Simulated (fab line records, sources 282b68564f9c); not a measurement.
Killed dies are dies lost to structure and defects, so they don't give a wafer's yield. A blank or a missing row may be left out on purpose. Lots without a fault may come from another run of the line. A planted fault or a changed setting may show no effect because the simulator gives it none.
fab line records | flow rit_cmos
record lots=6 wafers=18 last_day=7
route steps=202 shown GATE@89 REOX@98 NLDD@103 PLDD@114 SPACER@125 M1@202
lots that met no fault: from a run of the same line without faults
start_h: hours from the record's first day to the start of the lot's first wafer shown | wait_h: hours since the lot's step before | " the same as in the row above | L1.1+2: a row that stands for several wafers | - no value, or no start given | * or withheld: withheld | < > ~ a bound
route shown NAME@n: a module of which the file shows steps, and the number in the route of the first | usual: mean/standard deviation of fault-free wafers | same: alike in all rows | chamber/n: place in a boat | sites: the reading at each site | _std_site: their standard deviation | _edge_site: outer sites' mean less inner sites' | radius_mm: how far each site lies from the wafer's centre | mask NAME#n: copy n | behind: the tool/chamber that last shaped the wafer | hold: why the lot was held/for how many hours/how that ended | device: the transistor (n, p or np) that didn't switch | end of line: the same wafers' tests at the end of the route | a step without rows: its recipe alone | killed: dies lost to structure and defects at the first sort, not the wafer's yield | map: a wafer's dies, x killed, . not, _ none there
set.NAME: the setting as run; set.NAME@STEP: as run at that earlier step | model.NAME: the simulator's own value behind a step, which no gauge read
lots at some steps of the route; a table a step, a row a wafer
services: from which hour (start_h, from the record's first day; less than 0 if before it) a tool's chamber was out of use, for how many hours, and why
## steps
# step RIT_GATE_EXPOSE_13
# recipe mask_id=M6 na=0.6 source_shape=conventional sigma_outer=0.6 target_cd_nm=150 dose_mj=380
# step RIT_GATE_PEB_14
# recipe resist=NOVOLAK temp_c=withheld time_s=withheld
# step RIT_GATE_DEVELOP_15
# recipe resist=NOVOLAK develop_time_s=50 dev_temp_c=23
# step RIT_GATE_CD_MEAS_16
# recipe target_cd_nm=150
# usual cd_nm=150.5/2.8
# columns lot.wafer tool chamber start_h wait_h cd_nm
L584.2 cd_sem-02 - 56.37 - 153.3
L584.3 " - " " 152.6
L584.5 " - " " 153.2
L588.1 cd_sem-02 - 73.50 - 151.5
L588.2 " - " " 152.6
L588.6 " - " " 151.3
L590.4 cd_sem-02 - 91.08 - 147.5
L590.5 " - " " 147.4
L590.6 " - " " 146.3
L596.3 cd_sem-02 - 112.98 - 152.7
L596.5 " - " " 152.1
L596.6 " - " " 151.8
L601.3 cd_sem-01 - 141.65 - 152.1
L601.5 " - " " 155.4
L601.6 " - " " 151.4
L604.3 cd_sem-02 - 153.28 - 154.1
L604.4 " - " " 154.0
L604.5 " - " " 154.1
# step RIT_GATE_OVL_MEAS_17
# usual GATE_OVL=-0.4/1.5
# columns lot.wafer tool chamber start_h wait_h GATE_OVL[nm]
L584.2 overlay-01 - 56.48 0.1 1.2
L584.3 " - " " 0.2
L584.5 " - " " 0.2
L588.1 overlay-02 - 73.62 0.1 -1.5
L588.2 " - " " -3.6
L588.6 " - " " -2.3
L590.4 overlay-01 - 91.16 0.1 1.7
L590.5 " - " " 1.2
L590.6 " - " " 0.6
L596.3 overlay-02 - 113.07 0.1 0.6
L596.5 " - " " -0.1
L596.6 " - " " 0.5
L601.3 overlay-02 - 141.74 0.1 -2.0
L601.5 " - " " -0.1
L601.6 " - " " -0.4
L604.3 overlay-02 - 153.37 0.1 -2.0
L604.4 " - " " -1.6
L604.5 " - " " -2.1
# step RIT_GATE_HARDBAKE_18
# recipe resist=NOVOLAK temp_c=140 time_s=60
# step RIT_GATE_ETCH_19
# recipe chemistry=SF6/CHF3/O2 time_s=165 SF6_flow_sccm=30 CHF3_flow_sccm=30 O2_flow_sccm=5 target=poly-Si pressure_mtorr=40 rf_w=160 target_depth_a=3125 over_etch_frac=0.25 stop_on=SiO2
# usual drypump_motor_current_A=5.8/0.34 he_backside_leak_sccm=2.9/0.37 oes_product_au=0.850/0.013 throttle_valve_pct=10.25/0.13
# same over_etch_frac=0.25
# columns lot.wafer tool chamber start_h wait_h drypump_motor_current_A he_backside_leak_sccm oes_product_au rf_hours_counter_h throttle_valve_pct
L584.2 rie_si-01 2 56.66 0.1 5.6 2.8 0.842 135 10.16
L584.3 " 1 " " 6.3 2.6 0.833 33 10.23
L584.5 " 0 " " 6.0 3.0 0.865 - 10.29
L588.1 rie_si-01 3 73.89 0.1 5.0 2.7 0.862 100 10.32
L588.2 " 0 " " 6.0 3.1 0.860 0 10.30
L588.6 " 0 " " 6.0 3.0 0.875 - 10.30
L590.4 rie_si-01 0 91.32 0.1 5.9 2.9 0.871 0 10.31
L590.5 " 1 " " 6.3 2.6 0.856 - 10.23
L590.6 " 2 " " 5.6 2.7 0.850 - 10.15
L596.3 rie_si-01 3 113.24 0.1 5.0 2.6 0.845 101 10.32
L596.5 " 1 " " 6.3 2.6 0.835 - 10.22
L596.6 " 0 " " 5.9 3.2 0.851 - 10.29
L601.3 rie_si-02 1 141.92 0.1 6.0 2.5 0.842 39 10.04
L601.5 " 0 " " 5.9 3.4 0.863 - 10.27
L601.6 " 3 " " 5.6 2.9 0.854 - 10.50
L604.3 rie_si-01 3 153.58 0.1 5.0 2.7 0.838 101 10.34
L604.4 " 2 " " 5.6 2.7 0.832 136 10.15
L604.5 " 3 " " 5.0 2.7 0.844 - 10.33
# step RIT_GATE_STRIP_20
# recipe chemistry=O2 time_s=180 resist=NOVOLAK platen_temp_c=withheld power_w=500 pressure_mtorr=4000 o2_flow_sccm=4000
# usual drypump_motor_current_A=5.4/0.57
# columns lot.wafer tool chamber start_h wait_h drypump_motor_current_A rf_hours_counter_h
L584.2 plasma_asher-03 1 56.77 0.1 5.5 41
L584.3 " 0 " " 5.7 -
L584.5 " 1 " " 5.5 -
L588.1 plasma_asher-02 1 74.00 0.1 6.0 44
L588.2 " 0 " " 5.0 44
L588.6 " 0 " " 5.0 -
L590.4 plasma_asher-03 1 91.49 0.1 5.5 -
L590.5 " 0 " " 5.7 -
L590.6 " 1 " " 5.5 -
L596.3 plasma_asher-01 1 113.41 0.1 6.0 -
L596.5 " 1 " " 5.9 -
L596.6 " 0 " " 4.7 -
L601.3 plasma_asher-01 1 142.09 0.1 6.0 -
L601.5 " 1 " " 5.9 -
L601.6 " 0 " " 4.7 -
L604.3 plasma_asher-01 0 153.75 0.1 4.7 -
L604.4 " 1 " " 6.0 -
L604.5 " 1 " " 6.0 -
# step RIT_GATE_CD_MEAS_90
# recipe target_cd_nm=150
# usual cd_nm=150.6/2.9
# columns lot.wafer tool chamber start_h wait_h cd_nm
L584.2 cd_sem-01 - 56.96 0.1 152.8
L584.3 " - " " 152.6
L584.5 " - " " 152.4
L588.1 cd_sem-01 - 74.18 0.1 151.7
L588.2 " - " " 153.1
L588.6 " - " " 151.4
L590.4 cd_sem-02 - 91.67 0.1 147.8
L590.5 " - " " 147.3
L590.6 " - " " 146.0
L596.3 cd_sem-02 - 113.57 0.1 152.9
L596.5 " - " " 152.3
L596.6 " - " " 151.6
L601.3 cd_sem-01 - 142.24 0.1 152.0
L601.5 " - " " 155.4
L601.6 " - " " 151.7
L604.3 cd_sem-01 - 153.90 0.1 154.7
L604.4 " - " " 154.4
L604.5 " - " " 154.0
# step RIT_REOX_CLEAN_00
# recipe chemistry=SC1 mix=3:3:50 time_s=600 temp_c=75
# step RIT_REOX_CLEAN_01
# recipe chemistry=dHF dilution=50:1 time_s=30
# step RIT_REOX_CLEAN_02
# recipe chemistry=SC2 mix=3:3:50 time_s=600 temp_c=75 dry=n2_spin
# step RIT_REOX_OXIDATION_03
# recipe temp_c=900 ambient=O2 target_thk_a=252 ox_time_s=5580
# columns lot.wafer tool chamber start_h wait_h
L584.2+3+5 furnace-04 0 57.94 0.5
L588.1+2+6 furnace-03 0 74.67 0.0
L590.4+5+6 furnace-03 0 92.13 0.0
L596.3+5+6 furnace-03 0 114.72 0.6
L601.3+5+6 furnace-04 0 142.72 0.0
L604.3+4+5 furnace-01 0 156.19 1.4
# step RIT_REOX_THK_MEAS_04
# recipe reads=SiO2_of_REOX_OXIDATION_03
# usual REOX_OXIDE_THK=25.4/0.41
# columns lot.wafer tool chamber start_h wait_h REOX_OXIDE_THK[nm]
L584.2 film_metro-04 - 60.50 0.0 25.4
L584.3 " - " " 25.0
L584.5 " - " " 25.6
L588.1 film_metro-01 - 77.22 0.0 25.3
L588.2 " - " " 25.8
L588.6 " - " " 25.4
L590.4 film_metro-01 - 94.71 0.0 25.7
L590.5 " - " " 25.7
L590.6 " - " " 25.9
L596.3 film_metro-01 - 117.29 0.0 25.7
L596.5 " - " " 25.4
L596.6 " - " " 25.7
L601.3 film_metro-01 - 145.29 0.0 25.1
L601.5 " - " " 25.2
L601.6 " - " " 25.2
L604.3 film_metro-01 - 158.76 0.0 25.2
L604.4 " - " " 25.6
L604.5 " - " " 25.6
# step RIT_NLDD_HMDS_00
# recipe prime_time_s=60 prime_temp_c=140
# step RIT_NLDD_COAT_01
# recipe resist=NOVOLAK spin_rpm=3250 resist_thk_nm=1000
# step RIT_NLDD_SOFTBAKE_02
# recipe resist=NOVOLAK temp_c=90 time_s=60
# step RIT_NLDD_EXPOSE_03
# recipe mask_id=M7 na=0.57 target_cd_nm=40700 dose_mj=250
# step RIT_NLDD_PEB_04
# recipe resist=NOVOLAK temp_c=withheld time_s=withheld
# step RIT_NLDD_DEVELOP_05
# recipe resist=NOVOLAK develop_time_s=50 dev_temp_c=23
# step RIT_NLDD_OVL_MEAS_06
# usual NLDD_OVL=-0.6/1.3
# columns lot.wafer tool chamber start_h wait_h NLDD_OVL[nm]
L584.2 overlay-02 - 61.41 - -0.5
L584.3 " - " " -3.4
L584.5 " - " " -2.0
L588.1 overlay-01 - 78.25 - 0.3
L588.2 " - " " 0.6
L588.6 " - " " 2.0
L590.4 overlay-02 - 95.73 - -0.3
L590.5 " - " " 2.3
L590.6 " - " " -0.4
L596.3 overlay-02 - 118.20 - -0.7
L596.5 " - " " 0.2
L596.6 " - " " 1.2
L601.3 overlay-01 - 146.19 - -1.2
L601.5 " - " " 0.8
L601.6 " - " " 0.1
L604.3 overlay-02 - 159.68 - -0.9
L604.4 " - " " -2.5
L604.5 " - " " -2.0
# step RIT_NLDD_HARDBAKE_07
# recipe resist=NOVOLAK temp_c=140 time_s=60
# step RIT_NLDD_IMPLANT_08
# recipe species=P energy_kev=20 dose_cm2=5e+14 tilt_deg=7
# step RIT_NLDD_STRIP_09
# recipe chemistry=O2 time_s=180 resist=NOVOLAK platen_temp_c=withheld power_w=500 pressure_mtorr=4000 o2_flow_sccm=4000
# usual drypump_motor_current_A=5.6/0.42
# columns lot.wafer tool chamber start_h wait_h drypump_motor_current_A rf_hours_counter_h
L584.2 plasma_asher-03 1 61.74 0.1 5.5 41
L584.3 " 0 " " 5.7 -
L584.5 " 0 " " 5.7 -
L588.1 plasma_asher-01 0 78.81 0.1 4.6 42
L588.2 " 1 " " 5.9 42
L588.6 " 0 " " 4.7 -
L590.4 plasma_asher-04 0 96.11 0.1 5.5 -
L590.5 " 0 " " 5.5 -
L590.6 " 1 " " 6.0 -
L596.3 plasma_asher-04 0 118.59 0.1 5.5 -
L596.5 " 0 " " 5.5 -
L596.6 " 1 " " 6.1 -
L601.3 plasma_asher-04 1 146.58 0.1 6.0 -
L601.5 " 1 " " 6.0 -
L601.6 " 0 " " 5.5 -
L604.3 plasma_asher-03 0 160.06 0.1 5.6 -
L604.4 " 1 " " 5.5 -
L604.5 " 1 " " 5.5 -
# step RIT_NLDD_TW_MEAS_10
# usual NLDD_TW=2458/30
# columns lot.wafer tool chamber start_h wait_h NLDD_TW
L584.2 film_metro-04 - 61.92 0.1 2486
L584.3 " - " " 2491
L584.5 " - " " 2494
L588.1 film_metro-03 - 78.98 0.1 2417
L588.2 " - " " 2412
L588.6 " - " " 2414
L590.4 film_metro-04 - 96.25 0.1 2477
L590.5 " - " " 2486
L590.6 " - " " 2485
L596.3 film_metro-03 - 118.73 0.1 2426
L596.5 " - " " 2432
L596.6 " - " " 2417
L601.3 film_metro-02 - 146.71 0.1 2441
L601.5 " - " " 2433
L601.6 " - " " 2447
L604.3 film_metro-04 - 160.20 0.1 2483
L604.4 " - " " 2487
L604.5 " - " " 2482
# step RIT_PLDD_HMDS_00
# recipe prime_time_s=60 prime_temp_c=140
# step RIT_PLDD_COAT_01
# recipe resist=NOVOLAK spin_rpm=3250 resist_thk_nm=1000
# step RIT_PLDD_SOFTBAKE_02
# recipe resist=NOVOLAK temp_c=90 time_s=60
# step RIT_PLDD_EXPOSE_03
# recipe mask_id=M8 na=0.57 target_cd_nm=40900 dose_mj=250
# step RIT_PLDD_PEB_04
# recipe resist=NOVOLAK temp_c=withheld time_s=withheld
# step RIT_PLDD_DEVELOP_05
# recipe resist=NOVOLAK develop_time_s=50 dev_temp_c=23
# step RIT_PLDD_OVL_MEAS_06
# usual PLDD_OVL=-1.1/1.7
# columns lot.wafer tool chamber start_h wait_h PLDD_OVL[nm]
L584.2 overlay-01 - 62.95 - 0.9
L584.3 " - " " 1.3
L584.5 " - " " 0.5
L588.1 overlay-01 - 80.21 - 2.4
L588.2 " - " " 2.5
L588.6 " - " " 2.0
L590.4 overlay-02 - 97.28 - 0.0
L590.5 " - " " -1.4
L590.6 " - " " -1.8
L596.3 overlay-02 - 119.63 - -4.3
L596.5 " - " " -2.5
L596.6 " - " " -1.6
L601.3 overlay-02 - 147.82 - -3.5
L601.5 " - " " -2.8
L601.6 " - " " -0.4
L604.3 overlay-02 - 161.22 - -1.5
L604.4 " - " " -0.6
L604.5 " - " " 0.7
# step RIT_PLDD_HARDBAKE_07
# recipe resist=NOVOLAK temp_c=140 time_s=60
# step RIT_PLDD_IMPLANT_08
# recipe species=BF2 energy_kev=20 dose_cm2=9e+14 tilt_deg=7
# step RIT_PLDD_STRIP_09
# recipe chemistry=O2 time_s=180 resist=NOVOLAK platen_temp_c=withheld power_w=500 pressure_mtorr=4000 o2_flow_sccm=4000
# usual drypump_motor_current_A=5.4/0.59
# columns lot.wafer tool chamber start_h wait_h drypump_motor_current_A rf_hours_counter_h
L584.2 plasma_asher-04 1 63.28 0.1 6.0 27
L584.3 " 0 " " 5.5 -
L584.5 " 1 " " 6.1 -
L588.1 plasma_asher-04 0 80.54 0.1 5.5 29
L588.2 " 1 " " 6.0 29
L588.6 " 1 " " 6.0 -
L590.4 plasma_asher-02 1 97.65 0.1 6.0 -
L590.5 " 0 " " 5.0 -
L590.6 " 1 " " 6.0 -
L596.3 plasma_asher-02 0 120.01 0.1 5.0 -
L596.5 " 1 " " 6.0 -
L596.6 " 0 " " 5.0 -
L601.3 plasma_asher-01 1 148.20 0.1 6.0 -
L601.5 " 0 " " 4.6 -
L601.6 " 1 " " 6.0 -
L604.3 plasma_asher-02 0 161.61 0.1 5.0 -
L604.4 " 1 " " 6.0 -
L604.5 " 0 " " 5.0 -
# step RIT_PLDD_TW_MEAS_10
# usual PLDD_TW=2315/25
# columns lot.wafer tool chamber start_h wait_h PLDD_TW
L584.2 film_metro-02 - 63.47 0.1 2276
L584.3 " - " " 2286
L584.5 " - " " 2301
L588.1 film_metro-02 - 80.72 0.1 2293
L588.2 " - " " 2277
L588.6 " - " " 2285
L590.4 film_metro-02 - 97.80 0.1 2295
L590.5 " - " " 2301
L590.6 " - " " 2313
L596.3 film_metro-04 - 120.15 0.1 2342
L596.5 " - " " 2348
L596.6 " - " " 2337
L601.3 film_metro-04 - 148.33 0.1 2334
L601.5 " - " " 2335
L601.6 " - " " 2334
L604.3 film_metro-04 - 161.74 0.1 2330
L604.4 " - " " 2340
L604.5 " - " " 2342
# step RIT_SPACER_CLEAN_00
# recipe chemistry=SC1 mix=3:3:50 time_s=600 temp_c=75
# step RIT_SPACER_CLEAN_01
# recipe chemistry=dHF dilution=50:1 time_s=30
# step RIT_SPACER_CLEAN_02
# recipe chemistry=SC2 mix=3:3:50 time_s=600 temp_c=75 dry=n2_spin
# step RIT_SPACER_CVD_03
# recipe material=Si3N4 target_thk_nm=250 temp_c=810 precursor=SiH2Cl2/NH3 time_s=3300 pressure_mtorr=300 sih2cl2_flow_sccm=60 nh3_flow_sccm=150
# step RIT_SPACER_THK_MEAS_04
# recipe reads=Si3N4_of_SPACER_CVD_03
# usual SPACER_NITRIDE_THK=250.2/2.3
# columns lot.wafer tool chamber start_h wait_h SPACER_NITRIDE_THK[nm]
L584.2 film_metro-01 - 65.84 0.0 253.7
L584.3 " - " " 250.2
L584.5 " - " " 250.8
L588.1 film_metro-04 - 84.02 0.0 253.2
L588.2 " - " " 253.4
L588.6 " - " " 253.7
L590.4 film_metro-04 - 101.11 0.0 252.0
L590.5 " - " " 253.2
L590.6 " - " " 252.6
L596.3 film_metro-01 - 122.50 0.0 251.0
L596.5 " - " " 250.8
L596.6 " - " " 250.8
L601.3 film_metro-01 - 150.71 0.0 250.4
L601.5 " - " " 251.0
L601.6 " - " " 247.5
L604.3 film_metro-01 - 164.10 0.0 246.7
L604.4 " - " " 246.8
L604.5 " - " " 248.1
# step RIT_SPACER_ETCHBACK_05
# recipe target_depth_a=2500 SF6_flow_sccm=30 CHF3_flow_sccm=30 target=Si3N4 chemistry=SF6/CHF3 pressure_mtorr=40 rf_w=250 time_s=240 stop_on=SiO2
# usual drypump_motor_current_A=5.6/0.31 oes_product_au=0.846/0.012 throttle_valve_pct=10.24/0.16
# columns lot.wafer tool chamber start_h wait_h drypump_motor_current_A oes_product_au rf_hours_counter_h throttle_valve_pct
L584.2 rie_diel-02 0 65.89 0.0 5.0 0.856 16 10.12
L584.3 " 1 " " 5.5 0.840 91 10.14
L584.5 " 2 " " 5.5 0.865 - 10.06
L588.1 rie_diel-02 3 84.08 0.1 5.8 0.869 75 10.35
L588.2 " 1 " " 5.5 0.844 91 10.15
L588.6 " 1 " " 5.5 0.852 - 10.14
L590.4 rie_diel-01 1 101.14 0.0 5.2 0.849 74 10.32
L590.5 " 3 " " 5.9 0.833 - 10.37
L590.6 " 0 " " 5.8 0.846 - 10.30
L596.3 rie_diel-01 1 122.54 0.0 5.2 0.850 75 10.33
L596.5 " 0 " " 5.8 0.851 - 10.29
L596.6 " 1 " " 5.2 0.845 - 10.32
L601.3 rie_diel-03 0 150.75 0.0 5.8 0.835 5 10.06
L601.5 " 2 " " 5.8 0.858 - 10.57
L601.6 " 1 " " 6.1 0.829 - 10.12
L604.3 rie_diel-03 3 164.14 0.0 5.9 0.843 79 10.38
L604.4 " 2 " " 5.8 0.837 91 10.56
L604.5 " 1 " " 6.1 0.833 - 10.13
# step RIT_M1_PROBE_99
# usual killed_at_contacts=0.1/0.34 killed_at_front_end=7.0/2.9 killed_dies=7.2/2.9 killed_on_rim=2.1/1.4 killed_open=3.6/1.9 killed_short=3.5/2.1
# same gross_dies=264 killed_at_M0_to_M3=0 killed_at_M4_up=0 killed_at_back_side=0 killed_at_other=0
# columns lot.wafer tool chamber start_h wait_h killed_at_contacts killed_at_front_end killed_dies killed_on_rim killed_open killed_short
L590.4 prober-02 - 112.64 0.2 0 92 92 23 3 1
L590.5 prober-02 - 112.69 0.2 0 109 109 30 4 3
L590.6 prober-02 - 112.74 0.2 0 103 103 30 1 0
L596.3 prober-02 - 134.32 0.2 0 88 88 29 1 1
L596.5 prober-02 - 134.42 0.2 0 104 104 23 6 3
L596.6 prober-02 - 134.47 0.2 0 106 106 29 3 5
# killed by level:class
L590.4 REOX:unspecified=88 FOX1:geometric_particle:open=1 FOX1:geometric_particle:short=1 GATE:geometric_particle:open=1 SILICIDE:geometric_particle:open=1
L590.5 REOX:unspecified=102 REOX:geometric_particle:open=2 GATE:geometric_particle:short=1 SPACER:geometric_particle:open=1 SPACER:geometric_particle:short=1 SILICIDE:geometric_particle:short=1 SILICIDE:geometric_particle:open=1
L590.6 REOX:unspecified=102 GATE:geometric_particle:open=1
L596.3 REOX:unspecified=86 SPACER:geometric_particle:open=1 SILICIDE:geometric_particle:short=1
L596.5 REOX:unspecified=95 SPACER:geometric_particle:open=4 GATE:geometric_particle:short=2 GATE:geometric_particle:open=2 SPACER:geometric_particle:short=1
L596.6 REOX:unspecified=98 GATE:geometric_particle:short=3 FOX2:geometric_particle:open=1 FOX2:geometric_particle:short=1 GATE:geometric_particle:open=1 SPACER:geometric_particle:short=1 SILICIDE:geometric_particle:open=1
# map L590.5 (x killed, . not)
________..xx..x_______
_____...x..xxxxx..____
____xx.x..x.xx..x.x___
___.x.x.....xxx...xx__
__..x...xx.x..xxxx.x._
__...x.xxxx.x.x.xx.xx_
_.xx..x....x.x..x...x.
_x..x...xxx...xx..xxxx
_..x...x...........x.x
_........xx.x..x...xxx
__.x.....xx.....x.x.._
__x.xxx..x...xx...xx._
___.x..x.xxxx..x....__
____x..x.x..xx..x..___
_____xx...xxxx.xx.____
________...x..._______
# map L596.6 (x killed, . not)
________x......_______
_____..x..x..xx.xx____
____.x...x.....x.x.___
___xx.....x..xx..x.x__
__x....xx....x...xx.._
__xxx..x.x.xx...xxx.x_
_x.x..x..xx.x..x.xxx..
_x.x.xx.x.xxxxx.xxx...
_.x..xx....x.x.xxx.xxx
_.x.xx...x........x...
__.......x.xx...x...._
__........x.xx..x..x._
___x.x...x.....xxx..__
____...x.x...x..xxx___
_____x...xx.x.x..x____
________xxx.xx._______
## services
# columns tool chamber start_h hours kind
furnace-04 - 35.81 3.0 pm
rie_diel-03 1 78.86 3.4 repair
rie_si-01 1 93.98 13.3 repair
rie_diel-02 1 107.81 3.7 repair
plasma_asher-03 - 107.97 28.1 pm
plasma_asher-02 - 108.75 9.0 pm
plasma_asher-02 0 108.75 9.0 vent_cycle
plasma_asher-02 1 108.75 9.0 vent_cycle
rie_diel-03 - 111.41 2.3 repair
rie_diel-01 - 113.99 4.3 pm
plasma_asher-02 0 117.75 - clean
plasma_asher-02 1 117.75 - clean
rie_diel-01 3 118.36 18.3 repair
rie_diel-02 0 118.75 17.0 repair
furnace-03 - 134.82 2.4 pm
plasma_asher-03 - 136.07 14.6 pm
plasma_asher-04 - 138.04 2.8 pm
rie_si-01 3 139.90 6.4 repair
furnace-03 - 152.80 2.9 pm
furnace-01 - 158.74 2.8 pm
plasma_asher-03 - 162.26 1.3 repair
rie_diel-03 0 162.73 1.2 repair
## key
first_sign step=RIT_M1_PROBE_99 reading=killed_at_front_end direction=up sigmas=32 usual=7.0 struck=100.3
effect step=RIT_M1_PROBE_99 reading=killed_dies direction=up sigmas=32 usual=7.2 struck=100.3
met_at RIT_REOX_OXIDATION_03
struck_wafers L590.4,L590.5,L590.6,L596.3,L596.5,L596.6
tester_left_out L590,L596
onset_between 74.67 92.13
also_fits RIT_SPACER_ETCHBACK_05:rie_diel-01
fault kind=chamber_particle_source tool=furnace-03 chamber=- onset_h=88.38 steps=RIT_REOX_OXIDATION_03 rate_per_visit_cm2=0.8356 end_h=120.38
# tester_left_out: of these lots the tester's yield and bins aren't shown, on N5 and GAA mostly nor the transistor test; their killed dies are dies lost to structure and defects alone, not to doping, threshold or leakage, so they don't give the yield
